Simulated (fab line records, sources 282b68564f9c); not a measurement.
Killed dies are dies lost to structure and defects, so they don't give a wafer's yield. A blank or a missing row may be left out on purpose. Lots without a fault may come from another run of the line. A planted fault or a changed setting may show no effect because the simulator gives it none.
Tool commonality check | flow rit_cmos | 14 lots, 42 wafers sampled

WHY IT WAS OPENED
At RIT_CONTACT_OVL_MEAS_09 the reading CONTACT_OVL is flagged on 2 of 14 lots. Wafers without a fault read -0.3 nm, standard deviation 1.6.
Rule: a lot is flagged when every wafer of it that has a number lies more than 4 standard deviations from that mean, or none has a number. The other lots count as sound.

lot  | measured    | on         | CONTACT_OVL (nm), wafer by wafer | flag
L496 | day 3 16:16 | overlay-02 | 0.8 0.3 0.0                      |
L497 | day 3 22:55 | overlay-01 | -0.1 1.4 -0.2                    |
L498 | day 4 04:23 | overlay-01 | -1.0 -0.5 -1.5                   |
L499 | day 4 07:20 | overlay-01 | -2.6 -0.7 -1.4                   |
L500 | day 4 07:44 | overlay-01 | -0.9 0.3 -0.5                    |
L501 | day 4 15:29 | overlay-01 | -0.2 -0.4 0.2                    |
L502 | day 4 18:39 | overlay-02 | -1.4 -0.9 -2.0                   |
L503 | day 5 00:16 | overlay-01 | -1.1 0.3 0.9                     |
L504 | day 5 06:51 | overlay-01 | -2.2 -1.5 -1.6                   |
L505 | day 5 12:25 | overlay-02 | 129.7 129.5 129.0                | FLAGGED
L506 | day 5 13:42 | overlay-02 | -0.7 -2.4 0.2                    |
L507 | day 5 20:04 | overlay-01 | 1.5 0.5 -0.3                     |
L513 | day 7 03:16 | overlay-01 | 127.3 130.1 128.6                | FLAGGED
L515 | day 7 12:03 | overlay-02 | 0.5 0.1 1.4                      |
The numbers of the flagged lots are 129.0 nm on average: +129.3 nm against the usual, or +81 standard deviations.

WHICH TOOL RAN EACH LOT
The record holds 1 process step before the reading, out of a route of 202 steps. In each cell: the tool, then ch and the chambers that the sampled wafers went through, then the start.
lot  | flag    | RIT_CONTACT_EXPOSE_05
L496 |         | iline_stepper-01 ch 0, day 3 15:40
L497 |         | iline_stepper-01 ch 0, day 3 22:16
L498 |         | iline_stepper-02 ch 0, day 4 03:41
L499 |         | iline_stepper-02 ch 0, day 4 06:37
L500 |         | iline_stepper-02 ch 0, day 4 07:06
L501 |         | iline_stepper-01 ch 0, day 4 14:52
L502 |         | iline_stepper-02 ch 0, day 4 18:01
L503 |         | iline_stepper-01 ch 0, day 4 23:37
L504 |         | iline_stepper-02 ch 0, day 5 06:13
L505 | FLAGGED | iline_stepper-02 ch 0, day 5 11:48
L506 |         | iline_stepper-01 ch 0, day 5 13:05
L507 |         | iline_stepper-01 ch 0, day 5 19:26
L513 | FLAGGED | iline_stepper-02 ch 0, day 7 02:37
L515 |         | iline_stepper-01 ch 0, day 7 11:25
What these steps do:
- RIT_CONTACT_EXPOSE_05: exposes mask M11, target cd 1000 nm.
- RIT_CONTACT_OVL_MEAS_09

FLAGGED OVER TOTAL, TOOL BY TOOL (the gauges that took the reading come last)
step                    | tool             | lots run | flagged | share of the flagged lots | sound lots run after its first flagged lot
RIT_CONTACT_EXPOSE_05   | iline_stepper-01 | 7        | 0       | none                      | -
RIT_CONTACT_EXPOSE_05   | iline_stepper-02 | 7        | 2       | all                       | 0
RIT_CONTACT_OVL_MEAS_09 | overlay-01       | 9        | 1       | some                      | 0
RIT_CONTACT_OVL_MEAS_09 | overlay-02       | 5        | 1       | some                      | 2 (L506,L515)

WHAT THE TABLE ALLOWS
1 row of the table ran every flagged lot: iline_stepper-02 at RIT_CONTACT_EXPOSE_05.
- iline_stepper-02 at RIT_CONTACT_EXPOSE_05: 2 of its 7 lots flagged. Its last sound lot is L504 (day 5 06:13), its first flagged lot L505 (day 5 11:48): a fault that began between those two fits.
One tool is left: iline_stepper-02 at RIT_CONTACT_EXPOSE_05.

WHAT THE SIMULATOR HAD PUT IN
Scanner matching overlay: iline_stepper-02, from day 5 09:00 on, at RIT_CONTACT_EXPOSE_05. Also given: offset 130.
Lots struck among those shown: L505, L513. The rule above found the same.
